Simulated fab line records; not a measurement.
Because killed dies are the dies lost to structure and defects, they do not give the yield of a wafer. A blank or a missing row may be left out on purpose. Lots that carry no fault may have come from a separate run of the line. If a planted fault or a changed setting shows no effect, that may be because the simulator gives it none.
A struck lot beside a sound one	flow ritCmos	27 steps out of a route of 202
Sound: the wafers L843.1, L843.2, L843.5. The struck wafers were L856.3, L856.5, L856.6. At the end, the cause is stated.
Per side, at each step with rows, come the tool, then ch with its chambers, and then its first start. Under that, the readings that differ: sound wafers	struck wafers	difference of the means	sigmas: that difference in standard deviations of wafers without a fault.
alike: words and numbers the same on both sides, and readings whose means are apart by under 2 such deviations; not compared: readings that were withheld, readings missing a value for some wafer, numbers with overlapping values and no deviation given by the record, and bounds like >300 which may hide the same value.
Wherever a step has rows on one side only, a row that says differs or no value, or a row with sigmas, the two part there. Numbers that have no deviation but don't overlap get no sigmas and don't part them. Lack of a reading on every wafer of one side parts them only where that side has two or more wafers.

RIT_ACTIVE_BOW_MEAS_00:
  sound on filmMetro-02 at day 1 15:00; struck on filmMetro-02 at day 4 08:02
  alike: INCOMING_BOW
then, 1 step without rows for these wafers: RIT_ACTIVE_OXIDATION_01 (target thk 46.8 nm, ox time 3360 s).
RIT_ACTIVE_THK_MEAS_02:
  sound on filmMetro-03 at day 1 17:38; struck on filmMetro-03 at day 4 12:07
  alike: ACTIVE_OXIDE_THK
RIT_ACTIVE_CVD_03: deposits Si3N4 from SiH2Cl2/NH3, target thk 150 nm, time 1500 s.
  sound on lpcvd-02 ch 0, day 1 18:07; struck on lpcvd-01 ch 1, day 4 12:10
reading	sound	struck	difference	sigmas
pressureMtorr (mTorr)	300.8 300.0 300.0	150.1 150.0 150.7	-150.0	-99 or more
zonePowerSourcePct (%)	21.2 20.9 21.5	15.6 15.5 15.4	-5.7	-2
model.Si3N4_of_ACTIVE_CVD_03.thkNm (nm)	147.1 147.4 147.8	121.8 122 121.1	-25.8	
RIT_ACTIVE_THK_MEAS_04:
  sound on filmMetro-02 at day 1 20:14; struck on filmMetro-03 at day 4 13:36
reading	sound	struck	difference	sigmas
ACTIVE_NITRIDE_THK (nm)	147.2 147.3 147.8	121.9 122.0 121.2	-25.7	-23
then, 6 steps without rows for these wafers: RIT_ACTIVE_HMDS_05 (prime time 60 s); RIT_ACTIVE_COAT_06 (resist thk 1000 nm); RIT_ACTIVE_SOFTBAKE_07 (time 60 s); RIT_ACTIVE_EXPOSE_08 (exposes mask M1, target cd 1400 nm); RIT_ACTIVE_PEB_09; RIT_ACTIVE_DEVELOP_10 (develop time 50 s).
RIT_ACTIVE_CD_MEAS_11: target cd 1400 nm.
  sound on cdSem-02 at day 1 21:26; struck on cdSem-01 at day 4 14:32
  alike: cdNm
then, 1 step without rows for these wafers: RIT_ACTIVE_HARDBAKE_12 (time 60 s).
RIT_ACTIVE_ETCH_13: etches Si3N4 in SF6, stops on SiO2, time 210 s, target depth 210 nm.
  sound on rieDiel-03 ch 1,2,3, day 1 21:59; struck on rieDiel-02 ch 1,2,3, day 4 14:46
reading	sound	struck	difference	sigmas
oesProductAu (a.u.)	0.827 0.816 0.838	0.712 0.737 0.726	-0.102	-6
model.etch.depthNm (nm)	147.1 147.4 147.8	121.8 122 121.1	-25.8	
model.ACTIVE.featureDepthNm (nm)	147.1 147.4 147.8	121.8 122 121.1	-25.8	
  alike: drypumpMotorCurrentA, throttleValvePct
  not compared: rfHoursCounterH
RIT_ACTIVE_STRIP_14: strips in O2, time 180 s.
  sound on plasmaAsher-04 ch 0,1, day 1 22:08; struck on plasmaAsher-02 ch 0,1, day 4 14:57
  alike: drypumpMotorCurrentA, o2FlowSccm
  not compared: rfHoursCounterH
RIT_ACTIVE_CD_MEAS_90: target cd 1400 nm.
  sound on cdSem-02 at day 1 22:18; struck on cdSem-01 at day 4 15:06
  alike: cdNm
then, 4 steps without rows for these wafers: RIT_ACTIVE_CLEAN_15 (cleans in SC1, time 600 s); RIT_ACTIVE_CLEAN_16 (cleans in dHF, time 30 s); RIT_ACTIVE_CLEAN_17 (cleans in SC2, time 600 s); RIT_FOX1_OXIDATION_00 (target thk 350.7 nm, ox time 1130 s).
RIT_FOX1_THK_MEAS_01:
  sound on filmMetro-01 at day 2 00:06; struck on filmMetro-02 at day 4 17:23
  alike: FOX1_OXIDE_THK
then, 2 steps without rows for these wafers: RIT_FOX1_WET_ETCH_02 (etches SiO2 in BOE, target depth 350 nm, time 390 s); RIT_FOX2_OXIDATION_00 (target thk 350.7 nm, ox time 1130 s).
RIT_FOX2_THK_MEAS_01:
  sound on filmMetro-04 at day 2 01:40; struck on filmMetro-03 at day 4 18:53
reading	sound	struck	difference	sigmas
FOX2_OXIDE_THK (nm)	351 352 348	363 362 360	+11	+2
RIT_FOX2_CLEAN_02: cleans in dHF, time 180 s.
  sound on wetBench-03 ch 3, day 2 01:44; struck on wetBench-04 ch 0, day 4 18:55
reading	sound	struck	difference	sigmas
model.Si3N4_of_ACTIVE_CVD_03.thkNm (nm)	127.9 128.2 128.6	102.5 102.8 101.9	-25.8	
then, 1 step without rows for these wafers: RIT_FOX2_WET_ETCH_03 (etches Si3N4 in H3PO4, target depth 195 nm, time 2700 s).
RIT_M1_PROBE_99:
  sound on prober-02 at day 3 21:07; struck on prober-01 at day 6 17:30
reading	sound	struck	difference	sigmas
model.etest.pldd.widthNm (nm)	3149 3162 3161	3139 3129 3125	-26	
model.etest.nldd.widthNm (nm)	3155 3183 3166	3154 3122 3126	-34	
  alike: killedAtContacts, killedAtFrontEnd, killedDies, killedOnRim, killedOpen, killedShort

WHERE THEY PART
Earliest at RIT_ACTIVE_CVD_03; latest, in this record, at RIT_FOX2_THK_MEAS_01. Later steps at which nothing parts them and some readings are alike: RIT_M1_PROBE_99.

WHY: what had been put in by the simulator
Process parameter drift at RIT_ACTIVE_CVD_03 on lpcvd-01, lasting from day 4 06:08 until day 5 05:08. A move of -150 in setting pressureMtorr, from 300. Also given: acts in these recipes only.
